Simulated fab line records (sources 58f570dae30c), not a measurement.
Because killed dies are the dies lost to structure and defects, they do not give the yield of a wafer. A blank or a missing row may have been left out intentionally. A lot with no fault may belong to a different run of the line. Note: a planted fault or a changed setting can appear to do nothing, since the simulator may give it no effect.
fab line records ; flow berkeleyCmos170 ; part 2 of 2: steps 26 to 34 of 34
[record] lots = 5; wafers = 15; lastDay = 12
route steps=331 shown NSD@195 BACKSIDE@199 SDANNEAL@204 PSD@206 PLDD@208 NLDD@209 SILICIDE@210 CONTACT@216
lots that met no fault: from a run of the same line without faults
startH: hours from the record's first day to the start of the lot's first wafer shown ; waitH: hours from the lot's prior step to this one ; " as in the row above ; L1.1+2: a single row standing in for several wafers ; - no value, or no start given ; * or withheld: withheld ; < > ~ a bound
route shown NAME@n: NAME is a module with steps in the file, n the number in the route of the first one ; usual: average and standard deviation across the fault-free wafers ; same: alike in all rows ; chamber/n: place in a boat ; sites: the reading at each site ; _std_site: how widely they spread, as a standard deviation ; _edge_site: inner sites' mean taken away from outer sites' mean ; radiusMm: how far each site lies from the wafer's centre ; mask NAME#n: copy n ; behind: the tool/chamber that last shaped the wafer ; hold: why the lot was held/for how many hours/how that ended ; device: the n, p or np transistor that did not switch ; end of line: the same wafers' tests at the end of the route ; step lacking rows: just its recipe ; killed: the dies lost at the first sort to structure and to defects; this is not the yield of the wafer ; map: the dies of a wafer, with x for killed, . for not killed, _ for no die there
set.NAME: the run value of the setting; set.NAME@STEP: its run value at that earlier step ; model.NAME: the simulator's own value behind a step, which no gauge read
lots at some steps of the route; a table a step, a row a wafer
services: from which hour (startH, from the record's first day; less than 0 if before it) a tool's chamber was out of use, for how many hours, and why
[[steps]]
[step UCB170_CONTACT_COAT_04]
[recipe] resist = KrF; spinRpm = 1500; resistThkNm = 900
[usual] dispensePressureKPa = 53.3/1.4; resistLineTempC = 22.98/0.11
lot.wafer;tool;chamber;startH;waitH;dispensePressureKPa;resistLineTempC
L074.1;lithoTrack-04;0;157.05;0.1;53.5;22.77
L074.3;lithoTrack-04;0;157.05;0.1;53.5;22.78
L074.5;lithoTrack-04;0;157.05;0.1;53.5;22.99
L086.2;lithoTrack-02;0;225.06;0.1;49.8;22.98
L086.3;lithoTrack-02;0;225.06;0.1;49.8;23.13
L086.4;lithoTrack-02;0;225.06;0.1;49.8;23.11
L088.1;lithoTrack-04;0;227.80;0.1;53.5;22.92
L088.2;lithoTrack-04;0;227.80;0.1;53.5;23.09
L088.3;lithoTrack-04;0;227.80;0.1;53.5;23.09
L095.3;lithoTrack-04;0;252.94;0.1;53.5;23.02
L095.4;lithoTrack-04;0;252.94;0.1;53.5;22.91
L095.6;lithoTrack-04;0;252.94;0.1;53.5;22.84
L096.1;lithoTrack-02;0;263.96;0.1;49.8;22.96
L096.3;lithoTrack-02;0;263.96;0.1;49.8;22.94
L096.4;lithoTrack-02;0;263.96;0.1;49.8;22.91
[step UCB170_CONTACT_SOFTBAKE_05]
[recipe] resist = KrF; tempC = 130; timeS = 60
[usual] resistLineTempC = 23.00/0.11
lot.wafer;tool;chamber;startH;waitH;resistLineTempC
L074.1;lithoTrack-04;0;157.20;0.1;22.95
L074.3;lithoTrack-04;0;157.20;0.1;23.00
L074.5;lithoTrack-04;0;157.20;0.1;22.97
L086.2;lithoTrack-02;0;225.21;0.1;22.96
L086.3;lithoTrack-02;0;225.21;0.1;22.94
L086.4;lithoTrack-02;0;225.21;0.1;23.07
L088.1;lithoTrack-04;0;227.95;0.1;22.98
L088.2;lithoTrack-04;0;227.95;0.1;22.92
L088.3;lithoTrack-04;0;227.95;0.1;22.85
L095.3;lithoTrack-04;0;253.09;0.1;22.88
L095.4;lithoTrack-04;0;253.09;0.1;23.17
L095.6;lithoTrack-04;0;253.09;0.1;23.05
L096.1;lithoTrack-02;0;264.11;0.1;23.01
L096.3;lithoTrack-02;0;264.11;0.1;22.97
L096.4;lithoTrack-02;0;264.11;0.1;23.06
[step UCB170_CONTACT_STRIP_06]
[recipe] chemistry = O2; powerW = 400; pressureMtorr = 3500; platenTempC = withheld; o2FlowSccm = 400; overashFraction = 0.5
[usual] drypumpMotorCurrentA = 5.6/0.46; oesProductAu = 0.735/0.0047; stripTimeToEndpointS = 21.99/0.062
lot.wafer;tool;chamber;startH;waitH;drypumpMotorCurrentA;oesProductAu;rfHoursCounterH;stripTimeToEndpointS
L074.1;plasmaAsher-03;0;157.35;0.1;6.3;0.737;3;21.94
L074.3;plasmaAsher-03;0;157.35;0.1;6.3;0.738;-;21.93
L074.5;plasmaAsher-03;1;157.35;0.1;5.6;0.735;-;21.93
L086.2;plasmaAsher-01;0;225.33;0.1;5.0;0.737;46;21.99
L086.3;plasmaAsher-01;0;225.33;0.1;5.0;0.729;-;21.93
L086.4;plasmaAsher-01;1;225.33;0.1;5.9;0.733;-;21.97
L088.1;plasmaAsher-01;0;228.10;0.1;5.1;0.742;47;22.03
L088.2;plasmaAsher-01;1;228.10;0.1;5.9;0.745;47;22.00
L088.3;plasmaAsher-01;0;228.10;0.1;5.0;0.732;-;22.07
L095.3;plasmaAsher-01;0;253.22;0.1;5.0;0.730;-;21.91
L095.4;plasmaAsher-01;1;253.22;0.1;5.9;0.736;-;21.93
L095.6;plasmaAsher-01;0;253.22;0.1;5.0;0.732;-;21.89
L096.1;plasmaAsher-02;1;264.26;0.1;5.9;0.729;57;22.00
L096.3;plasmaAsher-02;0;264.26;0.1;5.1;0.743;-;22.00
L096.4;plasmaAsher-02;1;264.26;0.1;5.9;0.724;-;22.04
[step UCB170_CONTACT_CLEAN_07]
[recipe] chemistry = SPM; tempC = 120; timeS = 600
[usual] bathGuardTempC = 120.2/0.59
lot.wafer;tool;chamber;startH;waitH;bathGuardTempC
L074.1;wetBench-03;0;158.05;0.7;121.1
L074.3;wetBench-03;0;158.05;0.7;120.8
L074.5;wetBench-03;0;158.05;0.7;121.0
L086.2;wetBench-04;1;225.78;0.4;120.2
L086.3;wetBench-04;1;225.78;0.4;120.0
L086.4;wetBench-04;1;225.78;0.4;119.8
L088.1;wetBench-02;2;228.20;0.1;120.3
L088.2;wetBench-02;2;228.20;0.1;120.1
L088.3;wetBench-02;2;228.20;0.1;120.1
L095.3;wetBench-04;3;253.29;0.0;120.3
L095.4;wetBench-04;3;253.29;0.0;120.2
L095.6;wetBench-04;3;253.29;0.0;119.8
L096.1;wetBench-04;1;264.40;0.1;120.2
L096.3;wetBench-04;1;264.40;0.1;119.8
L096.4;wetBench-04;1;264.40;0.1;120.2
[step UCB170_CONTACT_RTA_08]
[recipe] tempC = 900; timeS = 10; ambient = N2
[usual] lampPowerPct = 24.0/0.89; wafer_temp_C_max = 903.0/0.61
lot.wafer;tool;chamber;startH;waitH;lampPowerPct;wafer_temp_C_max
L074.1;rtpAnneal-02;0;158.24;0.0;24.8;902.7
L074.3;rtpAnneal-02;0;158.24;0.0;24.8;902.5
L074.5;rtpAnneal-02;0;158.24;0.0;24.8;902.2
L086.2;rtpAnneal-01;0;225.98;0.0;23.0;902.1
L086.3;rtpAnneal-01;0;225.98;0.0;23.0;902.9
L086.4;rtpAnneal-01;0;225.98;0.0;23.0;902.2
L088.1;rtpAnneal-01;0;228.37;0.0;23.0;902.1
L088.2;rtpAnneal-01;0;228.37;0.0;23.0;902.8
L088.3;rtpAnneal-01;0;228.37;0.0;23.0;902.2
L095.3;rtpAnneal-02;0;253.49;0.0;24.8;903.3
L095.4;rtpAnneal-02;0;253.49;0.0;24.8;903.3
L095.6;rtpAnneal-02;0;253.49;0.0;24.8;902.8
L096.1;rtpAnneal-01;0;264.63;0.0;23.0;902.2
L096.3;rtpAnneal-01;0;264.63;0.0;23.0;902.5
L096.4;rtpAnneal-01;0;264.63;0.0;23.0;902.8
[step UCB170_CONTACT_COAT_09]
[recipe] resist = BARC; tempC = withheld; timeS = withheld; spinRpm = 3000; resistThkNm = withheld
[usual] dispensePressureKPa = 52.6/2.2; resistLineTempC = *
lot.wafer;tool;chamber;startH;waitH;dispensePressureKPa;resistLineTempC
L074.1;lithoTrack-03;0;158.43;0.2;54.6;*
L074.3;lithoTrack-03;0;158.43;0.2;54.6;*
L074.5;lithoTrack-03;0;158.43;0.2;54.6;*
L086.2;lithoTrack-02;0;226.32;0.3;49.8;*
L086.3;lithoTrack-02;0;226.32;0.3;49.8;*
L086.4;lithoTrack-02;0;226.32;0.3;49.9;*
L088.1;lithoTrack-03;0;228.48;0.1;54.6;*
L088.2;lithoTrack-03;0;228.48;0.1;54.6;*
L088.3;lithoTrack-03;0;228.48;0.1;54.6;*
L095.3;lithoTrack-02;0;253.74;0.2;49.8;*
L095.4;lithoTrack-02;0;253.74;0.2;49.8;*
L095.6;lithoTrack-02;0;253.74;0.2;49.8;*
L096.1;lithoTrack-03;0;264.69;0.1;54.6;*
L096.3;lithoTrack-03;0;264.69;0.1;54.6;*
L096.4;lithoTrack-03;0;264.69;0.1;54.6;*
[step UCB170_CONTACT_COAT_10]
[recipe] resist = KrF; spinRpm = 1500; resistThkNm = 900
[usual] dispensePressureKPa = 52.6/2.2; resistLineTempC = 23.03/0.1
lot.wafer;tool;chamber;startH;waitH;dispensePressureKPa;resistLineTempC
L074.1;lithoTrack-03;0;-;-;54.6;23.12
L074.3;lithoTrack-03;0;-;-;54.6;23.23
L074.5;lithoTrack-03;0;-;-;54.6;23.04
L086.2;lithoTrack-02;0;-;-;49.8;23.06
L086.3;lithoTrack-02;0;-;-;49.9;22.92
L086.4;lithoTrack-02;0;-;-;49.8;22.93
L088.1;lithoTrack-03;0;-;-;54.6;23.02
L088.2;lithoTrack-03;0;-;-;54.6;23.18
L088.3;lithoTrack-03;0;-;-;54.6;23.07
L095.3;lithoTrack-02;0;-;-;49.8;23.23
L095.4;lithoTrack-02;0;-;-;49.8;23.20
L095.6;lithoTrack-02;0;-;-;49.8;23.03
L096.1;lithoTrack-03;0;-;-;54.6;23.09
L096.3;lithoTrack-03;0;-;-;54.6;22.98
L096.4;lithoTrack-03;0;-;-;54.6;23.01
[step UCB170_CONTACT_SOFTBAKE_11]
[recipe] resist = KrF; tempC = 130; timeS = 60
[usual] resistLineTempC = 22.98/0.1
lot.wafer;tool;chamber;startH;waitH;resistLineTempC
L074.1;lithoTrack-03;0;-;-;23.16
L074.3;lithoTrack-03;0;-;-;23.00
L074.5;lithoTrack-03;0;-;-;22.82
L086.2;lithoTrack-02;0;-;-;22.92
L086.3;lithoTrack-02;0;-;-;22.91
L086.4;lithoTrack-02;0;-;-;22.89
L088.1;lithoTrack-03;0;-;-;23.05
L088.2;lithoTrack-03;0;-;-;22.80
L088.3;lithoTrack-03;0;-;-;23.15
L095.3;lithoTrack-02;0;-;-;23.03
L095.4;lithoTrack-02;0;-;-;22.98
L095.6;lithoTrack-02;0;-;-;23.24
L096.1;lithoTrack-03;0;-;-;23.06
L096.3;lithoTrack-03;0;-;-;22.88
L096.4;lithoTrack-03;0;-;-;22.99
[step UCB170_CONTACT_EXPOSE_12]
[recipe] maskId = CONT; targetCdNm = 700; na = 0.5; sigmaOuter = 0.6; sourceShape = conventional; doseMj = 35
[same] sigmaOuter = 0.6
lot.wafer;tool;chamber;startH;waitH;mask
L074.1+3+5;krfScanner-01;0;159.02;-;CONT#0
L086.2+3+4;krfScanner-01;0;226.89;-;CONT#0
L088.1+2+3;krfScanner-02;0;229.06;-;CONT#0
L095.3+4+6;krfScanner-02;0;254.18;-;CONT#0
L096.1+3+4;krfScanner-02;0;265.14;-;CONT#0
[[services]]
tool;chamber;startH;hours;kind
plasmaAsher-02;-;141.93;2.8;pm
krfScanner-02;-;162.65;0.8;pm
wetBench-01;-;170.27;4.4;pm
pvdSputter-04;-;175.43;2.6;repair
krfScanner-02;-;188.80;0.8;repair
implanter-04;-;191.31;2.2;repair
krfScanner-01;-;202.06;0.8;pm
pvdSputter-01;3;204.91;-;consumableReplace:kit
pvdSputter-01;3;204.91;18.0;scheduledDown
pvdSputter-01;3;204.91;18.0;ventCycle
lpcvd-01;-;217.65;2.7;repair
plasmaAsher-01;-;229.93;2.0;repair
implanter-04;-;230.96;4.7;repair
krfScanner-02;-;232.76;1.5;pm
lpcvd-01;-;241.32;0.5;repair
krfScanner-02;-;244.72;2.1;repair
krfScanner-01;-;246.25;3.8;repair
krfScanner-01;-;250.03;11.6;pm
wetBench-03;-;252.63;3.7;repair
plasmaAsher-01;-;257.97;0.5;repair
pvdSputter-03;-;258.86;2.1;repair
krfScanner-01;-;261.58;4.4;pm
plasmaAsher-03;-;264.71;14.6;pm
